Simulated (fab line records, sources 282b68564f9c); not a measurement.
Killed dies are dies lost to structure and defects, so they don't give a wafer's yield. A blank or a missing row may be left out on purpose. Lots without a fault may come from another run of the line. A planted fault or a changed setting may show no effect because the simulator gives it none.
fab line records | flow rit_cmos
record lots=14 wafers=42 last_day=8
route steps=202 shown NWELL@36 M1@202
lots that met no fault: from a run of the same line without faults
start_h: hours from the record's first day to the start of the lot's first wafer shown | wait_h: hours since the lot's step before | " the same as in the row above | L1.1+2: a row that stands for several wafers | - no value, or no start given | * or withheld: withheld | < > ~ a bound
route shown NAME@n: a module of which the file shows steps, and the number in the route of the first | usual: mean/standard deviation of fault-free wafers | same: alike in all rows | chamber/n: place in a boat | sites: the reading at each site | _std_site: their standard deviation | _edge_site: outer sites' mean less inner sites' | radius_mm: how far each site lies from the wafer's centre | mask NAME#n: copy n | behind: the tool/chamber that last shaped the wafer | hold: why the lot was held/for how many hours/how that ended | device: the transistor (n, p or np) that didn't switch | end of line: the same wafers' tests at the end of the route | a step without rows: its recipe alone | killed: dies lost to structure and defects at the first sort, not the wafer's yield | map: a wafer's dies, x killed, . not, _ none there
set.NAME: the setting as run; set.NAME@STEP: as run at that earlier step | model.NAME: the simulator's own value behind a step, which no gauge read
steps of the route over a sample of lots; a table a step, a row a wafer
services: from which hour (start_h, from the record's first day; less than 0 if before it) a tool's chamber was out of use, for how many hours, and why
## steps
# step RIT_NWELL_IMPLANT_08
# recipe species=P energy_kev=170 dose_cm2=5e+13 tilt_deg=7
# usual tilt_deg=7.001/0.021
# same implant_ion_amu=31
# columns lot.wafer tool chamber start_h wait_h tilt_deg
L546.2 implanter-01 0 37.07 0.2 7.016
L546.3 " 0 " " 7.034
L546.6 " 0 " " 7.038
L547.1 implanter-03 0 42.52 0.2 6.982
L547.4 " 0 " " 7.003
L547.5 " 0 " " 6.991
L549.3 implanter-04 0 52.97 0.2 7.004
L549.4 " 0 " " 7.010
L549.5 " 0 " " 6.988
L550.2 implanter-01 0 57.25 0.2 6.997
L550.5 " 0 " " 6.989
L550.6 " 0 " " 7.005
L551.1 implanter-01 0 62.31 0.2 6.980
L551.5 " 0 " " 6.999
L551.6 " 0 " " 7.007
L552.3 implanter-04 0 66.28 0.2 6.995
L552.4 " 0 " " 7.025
L552.5 " 0 " " 7.009
L553.2 implanter-03 0 70.45 0.2 7.005
L553.3 " 0 " " 6.971
L553.5 " 0 " " 6.982
L555.3 implanter-03 0 81.91 0.2 6.976
L555.5 " 0 " " 6.977
L555.6 " 0 " " 6.985
L559.3 implanter-04 0 102.33 0.2 7.020
L559.4 " 0 " " 7.016
L559.5 " 0 " " 7.000
L560.3 implanter-01 0 108.73 0.2 5.032
L560.4 " 0 " " 4.981
L560.6 " 0 " " 4.988
L561.3 implanter-01 0 111.81 0.2 5.031
L561.4 " 0 " " 5.008
L561.6 " 0 " " 5.028
L564.1 implanter-04 0 133.04 0.2 6.995
L564.3 " 0 " " 6.980
L564.6 " 0 " " 7.003
L565.1 implanter-03 0 133.34 0.2 6.987
L565.4 " 0 " " 6.992
L565.5 " 0 " " 7.000
L566.2 implanter-03 0 149.78 0.2 6.996
L566.3 " 0 " " 6.989
L566.4 " 0 " " 7.000
# step RIT_M1_PROBE_99
# usual killed_at_contacts=0.1/0.25 killed_at_front_end=7/3.3 killed_dies=7/3.2 killed_open=3.6/2.2 killed_short=3.5/2
# same gross_dies=264 killed_at_M0_to_M3=0 killed_at_M4_up=0 killed_at_back_side=0 killed_at_other=0
# columns lot.wafer tool chamber start_h wait_h killed_at_contacts killed_at_front_end killed_dies killed_open killed_short
L547.1 prober-02 - 77.80 0.1 0 6 6 2 4
L547.4 prober-02 - 77.95 0.2 0 5 5 1 4
L547.5 prober-02 - 78.00 0.2 0 5 5 4 1
L553.2 prober-02 - 109.39 0.1 0 9 9 7 2
L553.3 prober-02 - 109.44 0.2 0 3 3 2 1
L553.5 prober-02 - 109.54 0.2 0 7 7 6 1
L561.3 prober-02 - 156.36 0.2 0 2 2 0 2
L561.4 prober-02 - 156.41 0.2 0 5 5 3 2
L561.6 prober-02 - 156.51 0.2 0 7 7 4 3
L564.1 prober-01 - 189.33 0.1 0 3 3 1 2
L564.3 prober-01 - 189.43 0.2 0 8 8 6 2
L564.6 prober-01 - 189.58 0.2 0 9 9 3 6
# killed by level:class
L547.1 REOX:geometric_particle:short=2 SPACER:geometric_particle:short=2 FOX2:geometric_particle:open=1 SPACER:geometric_particle:open=1
L547.4 REOX:geometric_particle:short=2 FOX1:geometric_particle:short=1 FOX2:geometric_particle:open=1 GATE:geometric_particle:short=1
L547.5 GATE:geometric_particle:open=2 FOX2:geometric_particle:short=1 FOX2:geometric_particle:open=1 SPACER:geometric_particle:open=1
L553.2 GATE:geometric_particle:open=5 REOX:geometric_particle:open=2 GATE:geometric_particle:short=1 REOX:geometric_particle:short=1
L553.3 FOX1:geometric_particle:open=2 GATE:geometric_particle:short=1
L553.5 GATE:geometric_particle:open=6 GATE:geometric_particle:short=1
L561.3 GATE:geometric_particle:short=1 REOX:geometric_particle:short=1
L561.4 FOX1:geometric_particle:short=2 ACTIVE:geometric_particle:open=1 GATE:geometric_particle:open=1 SILICIDE:geometric_particle:open=1
L561.6 FOX1:geometric_particle:open=2 GATE:geometric_particle:short=2 ACTIVE:geometric_particle:open=1 FOX2:geometric_particle:short=1 GATE:geometric_particle:open=1
L564.1 REOX:geometric_particle:short=2 GATE:geometric_particle:open=1
L564.3 FOX1:geometric_particle:open=2 SILICIDE:geometric_particle:open=2 FOX1:geometric_particle:short=1 GATE:geometric_particle:open=1 REOX:geometric_particle:open=1 REOX:geometric_particle:short=1
L564.6 GATE:geometric_particle:short=3 GATE:geometric_particle:open=3 FOX1:geometric_particle:short=1 REOX:geometric_particle:short=1 SILICIDE:geometric_particle:short=1
## services
# columns tool chamber start_h hours kind
implanter-01 - 20.77 13.2 repair
implanter-03 - 50.78 3.0 pm
implanter-03 - 56.03 3.3 repair
implanter-03 - 65.24 1.3 repair
implanter-04 - 124.59 4.6 pm
## key
first_sign step=RIT_NWELL_IMPLANT_08 reading=tilt_deg direction=down sigmas=96 usual=7.001 struck=5.011
effect none on later readings
met_at RIT_NWELL_IMPLANT_08
struck_lots L560,L561
tester_left_out L560,L561
onset_between 62.31 108.73
fault kind=process_parameter_drift tool=implanter-01 chamber=- onset_h=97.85 steps=RIT_NWELL_IMPLANT_08 channel=tilt_deg offset=-1.9927 shape=step end_h=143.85 acts_in=these_recipes_only stated=7
# tester_left_out: of these lots the tester's yield and bins aren't shown, on N5 and GAA mostly nor the transistor test; their killed dies are dies lost to structure and defects alone, not to doping, threshold or leakage, so they don't give the yield
